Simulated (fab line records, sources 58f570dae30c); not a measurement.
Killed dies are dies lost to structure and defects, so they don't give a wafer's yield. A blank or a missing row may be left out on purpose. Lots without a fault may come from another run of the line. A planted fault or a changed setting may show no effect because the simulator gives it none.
A struck lot beside a sound one | flow berkeley_cmos170 | 15 steps out of a route of 331
Sound: wafers L428.1, L428.4, L428.5. Struck: wafers L421.3, L421.4, L421.6. The cause comes at the end.
At each step with rows: each side's tool, then ch and its chambers, then its first start. Under that, the readings that differ: sound wafers | struck wafers | difference of the means | sigmas: that difference in standard deviations of wafers without a fault.
alike: readings whose means differ by less than 2 such deviations, and words and numbers that are the same on both sides. not compared: withheld readings, readings that some wafer has no value for, bounds like >300 that may hide the same value, and numbers for which the record gives no deviation and whose values overlap.
The two part at a step that has a row with sigmas, a row that says differs or no value, or rows on one side only. Numbers that don't overlap but have no deviation are shown without sigmas and don't part them. A reading that every wafer of one side lacks parts them only if that side has two wafers or more.

first, 4 steps without rows for these wafers: UCB170_PWELL_WET_ETCH_19 (etches Si3N4 in H3PO4, time 14400 s); UCB170_PWELL_WET_ETCH_20 (etches SiO2 in BOE, time 22 s); UCB170_WELLDRIVE_CLEAN_00 (cleans in SPM, time 600 s); UCB170_WELLDRIVE_OXIDATION_01 (target thk 199 nm, ox time 9000 s).
UCB170_WELLDRIVE_THK_MEAS_02:
  sound on film_metro-01, day 6 18:40; struck on film_metro-01, day 5 06:56
  alike: WELLDRIVE_OXIDE_THK
then, 5 steps without rows for these wafers: UCB170_WELLDRIVE_ANNEAL_03 (time 900 s); UCB170_WELLDRIVE_WET_ETCH_04 (etches SiO2 in BOE, time 120 s); UCB170_ACTIVE_CLEAN_00 (cleans in SPM, time 600 s); UCB170_ACTIVE_CLEAN_01 (cleans in dHF, time 60 s); UCB170_ACTIVE_OXIDATION_02 (target thk 26.4 nm, ox time 1260 s).
UCB170_ACTIVE_THK_MEAS_03:
  sound on film_metro-03, day 7 02:43; struck on film_metro-03, day 5 18:51
  reading               | sound          | struck         | difference | sigmas
  ACTIVE_OXIDE_THK (nm) | 27.1 27.2 26.7 | 26.0 25.4 25.2 | -1.5       | -3
then, 1 step without rows for these wafers: UCB170_ACTIVE_ANNEAL_04 (time 900 s).
UCB170_ACTIVE_CVD_05: deposits Si3N4 from SiH2Cl2/NH3, target thk 220 nm, time 3300 s.
  sound on lpcvd-01 ch 0, day 7 08:02; struck on lpcvd-02 ch 1, day 6 02:59
  reading                                  | sound             | struck            | difference | sigmas
  spike_tc_centre_C (C)                    | 803.1 804.6 803.9 | 831.7 829.7 828.4 | +26.1      | +19
  spike_tc_load_C (C)                      | 820.1 820.4 822.1 | 849.2 852.5 851.0 | +30.0      | +21
  spike_tc_source_C (C)                    | 824 825 825       | 851 854 852       | +28        | +9
  susceptor_temp_C (C)                     | 799.9 800.3 800.6 | 827.9 828.0 828.1 | +27.7      | +73
  zone_power_load_pct (%)                  | 18.2 18.4 18.0    | 21.7 21.0 21.5    | +3.2       | +5
  model.Si3N4_of_ACTIVE_CVD_05.thk_nm (nm) | 223.9 225.5 224.4 | 354.6 354.1 353.9 | +129.6     |
UCB170_ACTIVE_THK_MEAS_06:
  sound on film_metro-02, day 7 09:57; struck on film_metro-03, day 6 05:12
  reading                 | sound             | struck            | difference | sigmas
  ACTIVE_NITRIDE_THK (nm) | 223.9 225.2 224.4 | 355.1 354.3 353.6 | +129.8     | +62
  not compared: hold
then, 1 step without rows for these wafers: UCB170_M3_PROBE_99.

WHERE THEY PART
First at UCB170_ACTIVE_THK_MEAS_03; last, within this record, at UCB170_ACTIVE_THK_MEAS_06.

WHY: what the simulator had put in
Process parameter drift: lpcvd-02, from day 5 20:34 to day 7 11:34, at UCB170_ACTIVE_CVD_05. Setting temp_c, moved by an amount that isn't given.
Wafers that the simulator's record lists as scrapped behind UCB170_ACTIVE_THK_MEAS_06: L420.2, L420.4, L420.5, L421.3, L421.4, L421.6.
